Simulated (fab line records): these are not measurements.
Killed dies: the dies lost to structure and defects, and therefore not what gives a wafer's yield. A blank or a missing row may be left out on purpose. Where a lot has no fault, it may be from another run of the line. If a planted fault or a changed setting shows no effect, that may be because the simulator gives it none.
fab line records + flow berkeleyCmos170 + part 2 of 2: steps 30 to 41 of 41
record
- lots=5
- wafers=15
- lastDay=13
route steps=331 shown V1@261 M2@271 V2@292
lots that met no fault: taken from a fault-free run of the same line
startH: start of the lot's first displayed wafer, in hours after the record's first day + waitH: how many hours have passed since the lot's step before this one + " repeats the value in the row above + L1.1+2: one row covering several wafers at once + - no value, or no start given + * or withheld: withheld + < > ~ a bound
route shown NAME@n: a module of which the file shows steps, and the number in the route of the first + usual: mean/standard deviation of fault-free wafers + same: alike in all rows + chamber/n: place in a boat + sites: per-site readings + _std_site: standard deviation across them + _edge_site: mean of outer sites minus mean of inner sites + radiusMm: how far each site lies from the wafer's centre + mask NAME#n: copy n + behind: tool/chamber where the wafer was last shaped + hold: cause of the lot's hold/its duration in hours/its outcome + device: whichever transistor did not switch (one of n, p or np) + end of line: tests run on the same wafers once the route is complete + a step without rows: its recipe alone + killed: at the first sort, the dies lost to defects and structure; wafer yield is something else + map: the dies of a wafer, with x for killed, . for not killed, _ for no die there
set.NAME: the setting as run; set.NAME@STEP: as run at that earlier step + model.NAME: the simulator's own value behind a step, which no gauge read
lots seen at some steps along the route; tables by step, rows by wafer
services: a tool's chamber out of use, with start hour (startH, from the record's first day; less than 0 if before it), hours out, and reason
## steps
# step UCB170_M2_STRIP_19
# recipe
- chemistry=O2
- powerW=400
- pressureMtorr=3500
- platenTempC=withheld
- o2FlowSccm=400
- overashFraction=0.5
# usual
- drypumpMotorCurrentA=5.7/0.61
- oesProductAu=0.546/0.013
| lot.wafer | tool           | chamber | startH | waitH | drypumpMotorCurrentA | oesProductAu | rfHoursCounterH |
|-----------|----------------|---------|--------|-------|----------------------|--------------|-----------------|
| L079.1    | plasmaAsher-03 | 1       | 221.81 | 0.1   | 4.7                  | 0.550        | 50              |
| L079.2    | "              | 0       | "      | "     | 6.0                  | 0.564        | 50              |
| L079.4    | "              | 1       | "      | "     | 4.7                  | 0.556        | -               |
| L084.2    | plasmaAsher-01 | 0       | 241.45 | 0.1   | 5.7                  | 0.562        | 14              |
| L084.3    | "              | 1       | "      | "     | 5.2                  | 0.550        | -               |
| L084.4    | "              | 0       | "      | "     | 5.7                  | 0.565        | -               |
| L087.1    | plasmaAsher-03 | 1       | 265.91 | 0.1   | 4.6                  | 0.544        | 54              |
| L087.5    | "              | 0       | "      | "     | 5.9                  | 0.544        | -               |
| L087.6    | "              | 1       | "      | "     | 4.7                  | 0.533        | -               |
| L094.2    | plasmaAsher-01 | 1       | 295.13 | 0.1   | 5.2                  | 0.568        | 20              |
| L094.5    | "              | 0       | "      | "     | 5.7                  | 0.553        | -               |
| L094.6    | "              | 1       | "      | "     | 5.2                  | 0.550        | -               |
| L097.1    | plasmaAsher-02 | 1       | 311.15 | 0.3   | 6.6                  | 0.525        | 52              |
| L097.4    | "              | 0       | "      | "     | 6.1                  | 0.538        | -               |
| L097.5    | "              | 0       | "      | "     | 6.1                  | 0.528        | -               |
# step UCB170_M2_CD_MEAS_90
# recipe
- targetCdNm=700
# usual
- cdNm=700.9/2.7
| lot.wafer | tool     | chamber | startH | waitH | cdNm  |
|-----------|----------|---------|--------|-------|-------|
| L079.1    | cdSem-02 | -       | 222.14 | 0.3   | 703.3 |
| L079.2    | "        | -       | "      | "     | 704.1 |
| L079.4    | "        | -       | "      | "     | 702.4 |
| L084.2    | cdSem-02 | -       | 241.66 | 0.2   | 704.2 |
| L084.3    | "        | -       | "      | "     | 704.0 |
| L084.4    | "        | -       | "      | "     | 703.7 |
| L087.1    | cdSem-02 | -       | 266.01 | 0.1   | 703.1 |
| L087.5    | "        | -       | "      | "     | 702.8 |
| L087.6    | "        | -       | "      | "     | 700.9 |
| L094.2    | cdSem-02 | -       | 295.25 | 0.1   | 704.4 |
| L094.5    | "        | -       | "      | "     | 700.9 |
| L094.6    | "        | -       | "      | "     | 704.1 |
| L097.1    | cdSem-02 | -       | 311.25 | 0.1   | 703.8 |
| L097.4    | "        | -       | "      | "     | 701.2 |
| L097.5    | "        | -       | "      | "     | 704.3 |
# step UCB170_V2_CVD_00
# recipe
- material=SiO2
- targetThkNm=2000
- tempC=390
- precursor=TEOS/O2
- timeS=250
- rfW=550
- pressureMtorr=9000
# usual
- heaterPowerW=244/63
| lot.wafer | tool     | chamber | startH | waitH | heaterPowerW |
|-----------|----------|---------|--------|-------|--------------|
| L079.1    | pecvd-04 | 0       | 222.26 | 0.1   | 144          |
| L079.2    | "        | 2       | "      | "     | 159          |
| L079.4    | "        | 0       | "      | "     | 195          |
| L084.2    | pecvd-01 | 2       | 241.76 | 0.1   | 252          |
| L084.3    | "        | 0       | "      | "     | 255          |
| L084.4    | "        | 1       | "      | "     | 164          |
| L087.1    | pecvd-04 | 2       | 266.13 | 0.1   | 143          |
| L087.5    | "        | 2       | "      | "     | 196          |
| L087.6    | "        | 0       | "      | "     | 196          |
| L094.2    | pecvd-02 | 1       | 295.35 | 0.1   | 264          |
| L094.5    | "        | 2       | "      | "     | 239          |
| L094.6    | "        | 1       | "      | "     | 348          |
| L097.1    | pecvd-01 | 1       | 311.37 | 0.1   | 227          |
| L097.4    | "        | 2       | "      | "     | 320          |
| L097.5    | "        | 0       | "      | "     | 209          |
# step UCB170_V2_THK_MEAS_01
# recipe
- reads=SiO2_of_V2_CVD_00
# usual
- V2_TEOS_THK=1988/21
| lot.wafer | tool         | chamber | startH | waitH | V2_TEOS_THK[nm] |
|-----------|--------------|---------|--------|-------|-----------------|
| L079.1    | filmMetro-02 | -       | 222.42 | 0.1   | 2005            |
| L079.2    | "            | -       | "      | "     | 1977            |
| L079.4    | "            | -       | "      | "     | 2020            |
| L084.2    | filmMetro-01 | -       | 241.94 | 0.1   | 1971            |
| L084.3    | "            | -       | "      | "     | 1996            |
| L084.4    | "            | -       | "      | "     | 2022            |
| L087.1    | filmMetro-01 | -       | 266.29 | 0.1   | 1973            |
| L087.5    | "            | -       | "      | "     | 2013            |
| L087.6    | "            | -       | "      | "     | 2014            |
| L094.2    | filmMetro-01 | -       | 295.54 | 0.1   | 1985            |
| L094.5    | "            | -       | "      | "     | 1966            |
| L094.6    | "            | -       | "      | "     | 1987            |
| L097.1    | filmMetro-01 | -       | 311.53 | 0.1   | 1975            |
| L097.4    | "            | -       | "      | "     | 2002            |
| L097.5    | "            | -       | "      | "     | 2007            |
# step UCB170_V2_CMP_02
# recipe
- material=SiO2
- downForcePsi=6
- platenRpm=60
- padVelocityMS=0.75398
# usual
- motorCurrentA=16.0/1.5
- slurryFlowMlMin=150.1/0.45
| lot.wafer | tool   | chamber | startH | waitH | motorCurrentA | slurryFlowMlMin |
|-----------|--------|---------|--------|-------|---------------|-----------------|
| L079.4    | cmp-02 | 0       | 222.53 | 0.1   | 15.8          | 150.4           |
| L079.1    | "      | 1       | "      | "     | 15.6          | 150.5           |
| L079.2    | "      | 2       | "      | "     | 19.2          | 149.5           |
| L084.3    | cmp-02 | 0       | 241.99 | 0.0   | 16.0          | 150.2           |
| L084.2    | "      | 1       | "      | "     | 14.9          | 150.1           |
| L084.4    | "      | 2       | "      | "     | 19.5          | 149.8           |
| L087.1    | cmp-01 | 1       | 266.35 | 0.1   | 16.1          | 149.7           |
| L087.6    | "      | 1       | "      | "     | 16.3          | 149.6           |
| L087.5    | "      | 2       | "      | "     | 15.6          | 150.3           |
| L094.2    | cmp-02 | 2       | 295.59 | 0.0   | 19.5          | 150.5           |
| L094.5    | "      | 2       | "      | "     | 19.4          | 150.2           |
| L094.6    | "      | 3       | "      | "     | 16.1          | 149.5           |
| L097.1    | cmp-02 | 3       | 311.69 | 0.1   | 15.7          | 150.2           |
| L097.4    | "      | 0       | "      | "     | 15.3          | 149.0           |
| L097.5    | "      | 2       | "      | "     | 19.2          | 150.4           |
# step UCB170_V2_BOW_MEAS_03
# recipe
- mode=bow
# usual
- V2_BOW=38/6.6
| lot.wafer | tool         | chamber | startH | waitH | V2_BOW[um] |
|-----------|--------------|---------|--------|-------|------------|
| L079.1    | filmMetro-02 | -       | 222.78 | 0.1   | 41         |
| L079.2    | "            | -       | "      | "     | 38         |
| L079.4    | "            | -       | "      | "     | 52         |
| L084.2    | filmMetro-03 | -       | 242.31 | 0.2   | 45         |
| L084.3    | "            | -       | "      | "     | 30         |
| L084.4    | "            | -       | "      | "     | 49         |
| L087.1    | filmMetro-03 | -       | 266.65 | 0.2   | 47         |
| L087.5    | "            | -       | "      | "     | 33         |
| L087.6    | "            | -       | "      | "     | 43         |
| L094.2    | filmMetro-01 | -       | 295.91 | 0.3   | 58         |
| L094.5    | "            | -       | "      | "     | 34         |
| L094.6    | "            | -       | "      | "     | 46         |
| L097.1    | filmMetro-01 | -       | 311.89 | 0.1   | 39         |
| L097.4    | "            | -       | "      | "     | 41         |
| L097.5    | "            | -       | "      | "     | 41         |
# step UCB170_V2_THK_MEAS_04
# recipe
- reads=SiO2_of_V2_CVD_00
# usual
- V2_POLISHED_THK=1000.2/0.96
| lot.wafer | tool         | chamber | startH | waitH | V2_POLISHED_THK[nm] |
|-----------|--------------|---------|--------|-------|---------------------|
| L079.1    | filmMetro-02 | -       | 222.90 | 0.1   | 1001.0              |
| L079.2    | "            | -       | "      | "     | 1000.3              |
| L079.4    | "            | -       | "      | "     | 1001.5              |
| L084.2    | filmMetro-03 | -       | 242.42 | 0.1   | 1000.9              |
| L084.3    | "            | -       | "      | "     | 1001.0              |
| L084.4    | "            | -       | "      | "     | 1000.3              |
| L087.1    | filmMetro-03 | -       | 266.77 | 0.1   | 1000.3              |
| L087.5    | "            | -       | "      | "     | 1002.9              |
| L087.6    | "            | -       | "      | "     | 1001.3              |
| L094.2    | filmMetro-01 | -       | 296.02 | 0.1   | 999.5               |
| L094.5    | "            | -       | "      | "     | 1000.6              |
| L094.6    | "            | -       | "      | "     | 999.0               |
| L097.1    | filmMetro-01 | -       | 312.01 | 0.1   | 1000.8              |
| L097.4    | "            | -       | "      | "     | 1000.2              |
| L097.5    | "            | -       | "      | "     | 1000.3              |
# step UCB170_V2_CLEAN_05
# recipe
- chemistry=DIW
| lot.wafer  | tool        | chamber | startH | waitH |
|------------|-------------|---------|--------|-------|
| L079.1+2+4 | wetBench-01 | 1       | 223.04 | 0.1   |
| L084.2+3+4 | wetBench-02 | 2       | 242.54 | 0.1   |
| L087.1+5+6 | wetBench-01 | 1       | 266.93 | 0.2   |
| L094.2+5+6 | wetBench-01 | 3       | 296.07 | 0.0   |
| L097.1+4+5 | wetBench-01 | 0       | 312.07 | 0.1   |
# step UCB170_V2_HMDS_06
# recipe
- primeTimeS=60
- primeTempC=100
| lot.wafer  | tool          | chamber | startH | waitH |
|------------|---------------|---------|--------|-------|
| L079.1+2+4 | lithoTrack-04 | 0       | 223.28 | 0.0   |
| L084.2+3+4 | lithoTrack-02 | 0       | 243.12 | 0.4   |
| L087.1+5+6 | lithoTrack-02 | 0       | 267.11 | 0.0   |
| L094.2+5+6 | lithoTrack-02 | 0       | 296.27 | 0.0   |
| L097.1+4+5 | lithoTrack-03 | 0       | 312.30 | 0.1   |
# step UCB170_V2_COAT_07
# recipe
- resist=KrF
- spinRpm=1500
- resistThkNm=900
| lot.wafer  | tool          | chamber | startH | waitH |
|------------|---------------|---------|--------|-------|
| L079.1+2+4 | lithoTrack-04 | 0       | 223.43 | 0.1   |
| L084.2+3+4 | lithoTrack-02 | 0       | 243.27 | 0.1   |
| L087.1+5+6 | lithoTrack-02 | 0       | 267.26 | 0.1   |
| L094.2+5+6 | lithoTrack-02 | 0       | 296.42 | 0.1   |
| L097.1+4+5 | lithoTrack-03 | 0       | 312.45 | 0.1   |
# step UCB170_V2_SOFTBAKE_08
# recipe
- resist=KrF
- tempC=130
- timeS=60
| lot.wafer  | tool          | chamber | startH | waitH |
|------------|---------------|---------|--------|-------|
| L079.1+2+4 | lithoTrack-04 | 0       | 223.58 | 0.1   |
| L084.2+3+4 | lithoTrack-02 | 0       | 243.42 | 0.1   |
| L087.1+5+6 | lithoTrack-02 | 0       | 267.41 | 0.1   |
| L094.2+5+6 | lithoTrack-02 | 0       | 296.57 | 0.1   |
| L097.1+4+5 | lithoTrack-03 | 0       | 312.60 | 0.1   |
# step UCB170_V2_EXPOSE_09
# recipe
- maskId=VIA2
- targetCdNm=700
- na=0.5
- sigmaOuter=0.6
- sourceShape=conventional
- doseMj=37
# usual
- focusOffsetNm=-0.1/0.48
| lot.wafer | tool          | chamber | startH | waitH | mask   | focusOffsetNm |
|-----------|---------------|---------|--------|-------|--------|---------------|
| L079.1    | krfScanner-02 | 0       | 224.07 | 0.5   | VIA2#0 | -0.1          |
| L079.2    | "             | 0       | "      | "     | VIA2#0 | -0.1          |
| L079.4    | "             | 0       | "      | "     | VIA2#0 | 0.5           |
| L084.2    | krfScanner-02 | 0       | 243.56 | 0.1   | VIA2#0 | -0.3          |
| L084.3    | "             | 0       | "      | "     | VIA2#0 | -0.5          |
| L084.4    | "             | 0       | "      | "     | VIA2#0 | 0.5           |
| L087.1    | krfScanner-02 | 0       | 267.68 | 0.2   | VIA2#0 | 0.1           |
| L087.5    | "             | 0       | "      | "     | VIA2#0 | 0.2           |
| L087.6    | "             | 0       | "      | "     | VIA2#0 | 0.3           |
| L094.2    | krfScanner-01 | 0       | 296.72 | 0.1   | VIA2#0 | -0.9          |
| L094.5    | "             | 0       | "      | "     | VIA2#0 | 0.4           |
| L094.6    | "             | 0       | "      | "     | VIA2#0 | 0.3           |
| L097.1    | krfScanner-01 | 0       | 312.87 | 0.2   | VIA2#0 | -0.4          |
| L097.4    | "             | 0       | "      | "     | VIA2#0 | -0.7          |
| L097.5    | "             | 0       | "      | "     | VIA2#0 | -0.2          |
## services
| tool           | chamber | startH | hours | kind   |
|----------------|---------|--------|-------|--------|
| pvdSputter-04  | -       | 196.83 | 0.6   | repair |
| cmp-02         | -       | 201.15 | 2.5   | repair |
| rieDiel-03     | 3       | 201.23 | 7.4   | repair |
| rieDiel-01     | 0       | 202.88 | 1.6   | repair |
| pvdSputter-04  | -       | 219.16 | 1.9   | repair |
| pecvd-01       | 2       | 222.80 | 5.3   | repair |
| rieDiel-04     | 3       | 223.68 | 4.9   | repair |
| cmp-02         | -       | 232.00 | 4.0   | pm     |
| krfScanner-01  | -       | 234.55 | 0.1   | repair |
| krfScanner-01  | -       | 237.08 | 3.1   | repair |
| rieDiel-03     | 2       | 240.98 | 5.3   | repair |
| rieDiel-03     | 1       | 245.03 | 21.2  | repair |
| krfScanner-01  | -       | 249.51 | 1.3   | repair |
| krfScanner-02  | -       | 253.73 | 1.0   | pm     |
| cmp-02         | -       | 256.57 | 0.5   | repair |
| krfScanner-02  | -       | 262.93 | 2.7   | repair |
| krfScanner-01  | -       | 269.39 | 0.7   | repair |
| krfScanner-01  | -       | 271.67 | 1.0   | pm     |
| pvdSputter-03  | -       | 285.02 | 4.7   | repair |
| plasmaAsher-04 | -       | 286.89 | 0.9   | repair |
| krfScanner-01  | -       | 292.67 | 3.6   | pm     |
| plasmaAsher-04 | -       | 292.79 | 3.0   | repair |
| krfScanner-01  | -       | 302.97 | 0.8   | pm     |
| rieMetal-04    | -       | 307.81 | 0.1   | repair |
